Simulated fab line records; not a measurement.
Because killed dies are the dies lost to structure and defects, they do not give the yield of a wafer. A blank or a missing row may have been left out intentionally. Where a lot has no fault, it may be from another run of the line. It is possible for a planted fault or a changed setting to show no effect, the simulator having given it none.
Split-lot trial -- flow ritCmos -- 23 wafers read across 5 lots, on a route 202 steps long

THE SPLIT
At RIT_NWELL_IMPLANT_08, the setting doseCm2 was moved away from the recipe's 5e+13 on 8 of the 23 wafers read, by +3.7% to +5.4%. All remaining wafers had this setting at the recipe value.

FROM THE SPLIT TO THE READING: what the file shows between them, 4 steps
- RIT_NWELL_STRIP_09: strips in O2, time 180 s
- RIT_NWELL_TW_MEAS_10
- RIT_PWELL_STRIP_09: strips in O2, time 180 s (also split here: o2FlowSccm)
- RIT_WELLDRIVE_ANNEAL_00: time 14700 s

THE READING
At RIT_WELLDRIVE_RS_MEAS_01, a four-point-probe measurement gives NWELL_RS in ohm/sq. Fault-free wafers of this fab line usually give 275.3 ohm/sq, standard deviation 0.67 ohm/sq.

wafer,"tool, chamber at the split",doseCm2 as run,against the recipe,"NWELL_RS, ohm/sq",against lot-mates on the recipe
L075.1,"implanter-02, 0",5e+13,recipe,275.3,-
L075.2,"implanter-02, 0",5e+13,recipe,275.1,-
L075.3,"implanter-02, 0",5e+13,recipe,275.0,-
L075.5,"implanter-02, 0",5e+13,recipe,275.0,-
L075.6,"implanter-02, 0",5e+13,recipe,275.9,-
L076.1,"implanter-02, 0",5e+13,recipe,275.1,-
L076.2,"implanter-02, 0",5.249e+13,+5.0%,266.2,-8.8
L076.4,"implanter-02, 0",5.249e+13,+5.0%,266.9,-8.1
L076.5,"implanter-02, 0",5e+13,recipe,274.8,-
L076.6,"implanter-02, 0",5.249e+13,+5.0%,266.6,-8.4
L077.1,"implanter-03, 0",5e+13,recipe,276.8,-
L077.2,"implanter-03, 0",5.187e+13,+3.7%,270.6,-6.3
L077.4,"implanter-03, 0",5.187e+13,+3.7%,270.6,-6.3
L077.5,"implanter-03, 0",5e+13,recipe,277.0,-
L077.6,"implanter-03, 0",5.187e+13,+3.7%,270.6,-6.3
L081.1,"implanter-03, 0",5e+13,recipe,275.4,-
L081.3,"implanter-03, 0",5e+13,recipe,275.6,-
L081.4,"implanter-03, 0",5.272e+13,+5.4%,267.3,-8.6
L081.5,"implanter-03, 0",5.272e+13,+5.4%,266.5,-9.4
L081.6,"implanter-03, 0",5e+13,recipe,276.8,-
L082.1,"implanter-03, 0",5e+13,recipe,275.7,-
L082.4,"implanter-03, 0",5e+13,recipe,275.1,-
L082.6,"implanter-03, 0",5e+13,recipe,275.2,-

FIT RESULTS
A straight line over all 23 wafers: NWELL_RS changes by -1.64 ohm/sq for each +1% of doseCm2; r = -0.98; the points scatter about the line by 0.82 ohm/sq.
The same after taking each lot's own level away (the mean of its wafers on the recipe; 23 wafers): -1.68 ohm/sq for each +1%; r = -1.00; scatter 0.35 ohm/sq.
Per that fit: largest doseCm2 move, reading shift of 9.1 ohm/sq.
From 274.95 to 276.90 ohm/sq: that is the span of the lots' own levels, equal to 2.9 times the standard deviation above.
The two slopes are in agreement: the lot-to-lot level therefore moves the slope only a little.
Check: -9.22 ohm/sq against its lot-mates is what the line predicts for one of the wafers moved furthest among these (+5.4%) when that wafer is left out of the fit. Against them it came out at -8.63 ohm/sq.

FURTHER SPLITS ON THESE WAFERS
Before the reading, these wafers also passed through other splits. Each is held against what the fit with the lots' levels taken away leaves over:
other split on the same wafers,wafers away from the commonest value,r with NWELL_RS (lot level and that fit taken away)
RIT_ACTIVE_OXIDATION_01 tempC,18,+0.04
RIT_ACTIVE_EXPOSE_08 doseMj,5,-0.01
RIT_ACTIVE_ETCH_13 pressureMtorr,15,-0.01
RIT_FOX2_OXIDATION_00 tempC,10,-0.01
RIT_NWELL_SOFTBAKE_02 tempC,8,+0.02
RIT_PWELL_STRIP_09 o2FlowSccm,8,-0.20

THE WHOLE CHAIN: every reading that the file lists as answering this split, in the file's order
step,what it does,reading,change (the file's fit),r (the file's)
RIT_NWELL_TW_MEAS_10,,NWELL_TW,+6.33 for each +1% of the setting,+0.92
RIT_WELLDRIVE_RS_MEAS_01,measures by four-point-probe,NWELL_RS,-1.67 for each +1% of the setting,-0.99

THE FILE'S OWN FIT
NWELL_RS changes by -1.67 ohm/sq for each +1% of doseCm2, r = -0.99.
